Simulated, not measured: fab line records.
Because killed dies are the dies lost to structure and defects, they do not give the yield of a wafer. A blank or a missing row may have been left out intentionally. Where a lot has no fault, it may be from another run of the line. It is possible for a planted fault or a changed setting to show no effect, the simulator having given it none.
Which tool was responsible? || flow berkeley_cmos170 || Sampling: 14 lots, 42 wafers, 4 of 331 route steps

## WHAT THE GAUGES SHOWED, per wafer
UCB170_NVT_OVL_MEAS_06.
{"lot": "L425", "measured": "day 6 20:02", "on": "overlay-01", "NVT_OVL (nm)": "1 1 9"}
{"lot": "L424", "measured": "day 6 20:14", "on": "overlay-01", "NVT_OVL (nm)": "-4 -7 -3"}
{"lot": "L426", "measured": "day 7 09:51", "on": "overlay-01", "NVT_OVL (nm)": "5 1 3"}
{"lot": "L428", "measured": "day 7 10:10", "on": "overlay-01", "NVT_OVL (nm)": "2 -6 0"}
{"lot": "L430", "measured": "day 7 10:34", "on": "overlay-02", "NVT_OVL (nm)": "-5 -6 -3"}
{"lot": "L427", "measured": "day 7 10:52", "on": "overlay-01", "NVT_OVL (nm)": "1 2 8"}
{"lot": "L431", "measured": "day 7 21:32", "on": "overlay-02", "NVT_OVL (nm)": "-1 -5 -3"}
{"lot": "L433", "measured": "day 7 21:46", "on": "overlay-02", "NVT_OVL (nm)": "-14 -5 -12"}
{"lot": "L437", "measured": "day 8 18:30", "on": "overlay-01", "NVT_OVL (nm)": "6 0 2"}
{"lot": "L440", "measured": "day 9 12:46", "on": "overlay-01", "NVT_OVL (nm)": "6 9 2"}
{"lot": "L438", "measured": "day 9 13:15", "on": "overlay-01", "NVT_OVL (nm)": "13 7 9"}
{"lot": "L441", "measured": "day 9 19:14", "on": "overlay-01", "NVT_OVL (nm)": "4 1 8"}
{"lot": "L444", "measured": "day 10 13:45", "on": "overlay-02", "NVT_OVL (nm)": "-5 -1 0"}
{"lot": "L447", "measured": "day 10 23:48", "on": "overlay-01", "NVT_OVL (nm)": "0 0 -4"}

UCB170_V2_OVL_MEAS_13.
{"lot": "L425", "measured": "day 9 08:50", "on": "overlay-02", "V2_OVL (nm)": "5 3 4"}
{"lot": "L424", "measured": "day 9 12:20", "on": "overlay-01", "V2_OVL (nm)": "3 0 6"}
{"lot": "L426", "measured": "day 10 01:44", "on": "overlay-01", "V2_OVL (nm)": "2 7 0"}
{"lot": "L428", "measured": "day 10 01:01", "on": "overlay-02", "V2_OVL (nm)": "-3 6 3"}
{"lot": "L430", "measured": "day 10 05:45", "on": "overlay-01", "V2_OVL (nm)": "-8 -6 -7"}
{"lot": "L427", "measured": "day 10 05:15", "on": "overlay-02", "V2_OVL (nm)": "-4 -3 -2"}
{"lot": "L431", "measured": "day 10 16:17", "on": "overlay-02", "V2_OVL (nm)": "-7 -2 -5"}
{"lot": "L433", "measured": "day 10 21:19", "on": "overlay-02", "V2_OVL (nm)": "-17 -12 -14"}
{"lot": "L437", "measured": "day 11 05:20", "on": "overlay-01", "V2_OVL (nm)": "1 5 6"}
{"lot": "L440", "measured": "day 11 21:49", "on": "overlay-01", "V2_OVL (nm)": "-5 -7 -8"}
{"lot": "L438", "measured": "day 11 20:11", "on": "overlay-02", "V2_OVL (nm)": "-12 -11 -13"}
{"lot": "L441", "measured": "day 11 23:47", "on": "overlay-01", "V2_OVL (nm)": "0 0 1"}
{"lot": "L444", "measured": "day 13 00:05", "on": "overlay-01", "V2_OVL (nm)": "-13 -11 -7"}
{"lot": "L447", "measured": "day 13 05:52", "on": "overlay-01", "V2_OVL (nm)": "-4 0 2"}

UCB170_M3_CD_MEAS_90: target cd 700 nm.
{"lot": "L425", "measured": "day 9 16:31", "on": "cd_sem-02", "cd_nm (nm)": "701.4 703.3 699.6"}
{"lot": "L424", "measured": "day 9 17:25", "on": "cd_sem-02", "cd_nm (nm)": "699.4 704.5 701.5"}
{"lot": "L426", "measured": "day 10 05:52", "on": "cd_sem-01", "cd_nm (nm)": "699.8 701.3 697.6"}
{"lot": "L428", "measured": "day 10 05:47", "on": "cd_sem-01", "cd_nm (nm)": "699.7 694.2 701.4"}
{"lot": "L430", "measured": "day 10 09:08", "on": "cd_sem-02", "cd_nm (nm)": "701.3 702.9 701.0"}
{"lot": "L427", "measured": "day 10 08:42", "on": "cd_sem-02", "cd_nm (nm)": "700.7 698.3 696.6"}
{"lot": "L431", "measured": "day 10 19:15", "on": "cd_sem-01", "cd_nm (nm)": "700.4 700.0 696.9"}
{"lot": "L433", "measured": "day 11 01:54", "on": "cd_sem-01", "cd_nm (nm)": "699.4 697.8 697.6"}
{"lot": "L437", "measured": "day 11 08:10", "on": "cd_sem-01", "cd_nm (nm)": "697.7 698.9 700.3"}
{"lot": "L440", "measured": "day 12 00:45", "on": "cd_sem-02", "cd_nm (nm)": "699.2 705.3 703.3"}
{"lot": "L438", "measured": "day 11 23:20", "on": "cd_sem-02", "cd_nm (nm)": "696.8 697.6 696.5"}
{"lot": "L441", "measured": "day 12 03:02", "on": "cd_sem-02", "cd_nm (nm)": "699.1 695.0 700.4"}
{"lot": "L444", "measured": "day 13 02:56", "on": "cd_sem-02", "cd_nm (nm)": "699.5 700.0 699.4"}
{"lot": "L447", "measured": "day 13 09:25", "on": "cd_sem-01", "cd_nm (nm)": "696.6 694.4 699.6"}

## WHICH TOOL RAN EACH LOT (tool, then ch and the chambers of the sampled wafers, then the start)
{"lot": "L425", "UCB170_M2_SOFTBAKE_11": "litho_track-01 ch 0, day 9 00:00"}
{"lot": "L424", "UCB170_M2_SOFTBAKE_11": "litho_track-01 ch 0, day 9 05:00"}
{"lot": "L426", "UCB170_M2_SOFTBAKE_11": "litho_track-04 ch 0, day 9 21:00"}
{"lot": "L428", "UCB170_M2_SOFTBAKE_11": "litho_track-02 ch 0, day 9 20:00"}
{"lot": "L430", "UCB170_M2_SOFTBAKE_11": "litho_track-02 ch 0, day 9 23:00"}
{"lot": "L427", "UCB170_M2_SOFTBAKE_11": "litho_track-02 ch 0, day 9 23:00"}
{"lot": "L431", "UCB170_M2_SOFTBAKE_11": "litho_track-02 ch 0, day 10 11:00"}
{"lot": "L433", "UCB170_M2_SOFTBAKE_11": "litho_track-01 ch 0, day 10 16:00"}
{"lot": "L437", "UCB170_M2_SOFTBAKE_11": "litho_track-04 ch 0, day 11 01:00"}
{"lot": "L440", "UCB170_M2_SOFTBAKE_11": "litho_track-04 ch 0, day 11 18:00"}
{"lot": "L438", "UCB170_M2_SOFTBAKE_11": "litho_track-04 ch 0, day 11 16:00"}
{"lot": "L441", "UCB170_M2_SOFTBAKE_11": "litho_track-04 ch 0, day 11 20:00"}
{"lot": "L444", "UCB170_M2_SOFTBAKE_11": "litho_track-04 ch 0, day 12 20:00"}
{"lot": "L447", "UCB170_M2_SOFTBAKE_11": "litho_track-02 ch 0, day 13 02:00"}
- UCB170_M2_SOFTBAKE_11: time 60 s.

## WHAT THE TOOLS THEMSELVES READ (means of the sampled wafers that have a number; where no wafer has one, the mark that the record gives instead)
UCB170_M2_SOFTBAKE_11.
{"lot": "L425", "tool": "litho_track-01", "run_length_s (s)": 89.24}
{"lot": "L424", "tool": "litho_track-01", "run_length_s (s)": 89.17}
{"lot": "L426", "tool": "litho_track-04", "run_length_s (s)": 88.99}
{"lot": "L428", "tool": "litho_track-02", "run_length_s (s)": 89.33}
{"lot": "L430", "tool": "litho_track-02", "run_length_s (s)": 89.35}
{"lot": "L427", "tool": "litho_track-02", "run_length_s (s)": 89.33}
{"lot": "L431", "tool": "litho_track-02", "run_length_s (s)": 89.27}
{"lot": "L433", "tool": "litho_track-01", "run_length_s (s)": 89.07}
{"lot": "L437", "tool": "litho_track-04", "run_length_s (s)": 88.95}
{"lot": "L440", "tool": "litho_track-04", "run_length_s (s)": 89.02}
{"lot": "L438", "tool": "litho_track-04", "run_length_s (s)": 88.86}
{"lot": "L441", "tool": "litho_track-04", "run_length_s (s)": 115.95}
{"lot": "L444", "tool": "litho_track-04", "run_length_s (s)": 115.85}
{"lot": "L447", "tool": "litho_track-02", "run_length_s (s)": 89.26}

## THE ANSWER, worked out from the rows above alone
Rule: the lots themselves supply what counts as usual. The widest of any qualifying gaps counts: lots, ordered by their means at a reading, are off when they make up no more than a third of the lots, leave a main group of 4 or more, and stand apart from it by 3 or more times the standard deviation of that group's means. A main group is skipped when, at the precision printed for the reading in the tables above, its means are all equal. Also off: a lot with no number at a reading for which 4 or more lots have one. Where the step has rows for the other lots, those lots are counted as sound. First the gauges in route order, then the tools' own readings, where a lot's mean is used as printed above. The first step at which some lot is off is used, and at that step the reading that is off furthest; a lot without a number counts as furthest.
Off at UCB170_M2_SOFTBAKE_11 (run_length_s): L441, L444. The main group has a mean of 89.15 s with a standard deviation of 0.16.
A tool fits if, at that step or a process step before it, it ran every lot that is off, and no sound lot after the first of them. One fits: litho_track-04 at UCB170_M2_SOFTBAKE_11. A fault onset in the window from L440 (day 11 18:00, its last sound lot) to L441 (day 11 20:00, its first lot off) fits.
On the lots that are off, the tool's own readings at UCB170_M2_SOFTBAKE_11 differ by more than 5 times the standard deviation of the sound lots' means, which bears it out; run_length_s reads 115.90 s there versus 89.15 s on the sound lots.

## WHAT HAD BEEN PUT IN BY THE SIMULATOR
Process parameter drift: litho_track-04, from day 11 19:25 on, at UCB170_M2_SOFTBAKE_11. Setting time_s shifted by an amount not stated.
Lots struck among those shown: L441, L444. This agrees with what the rule above found.
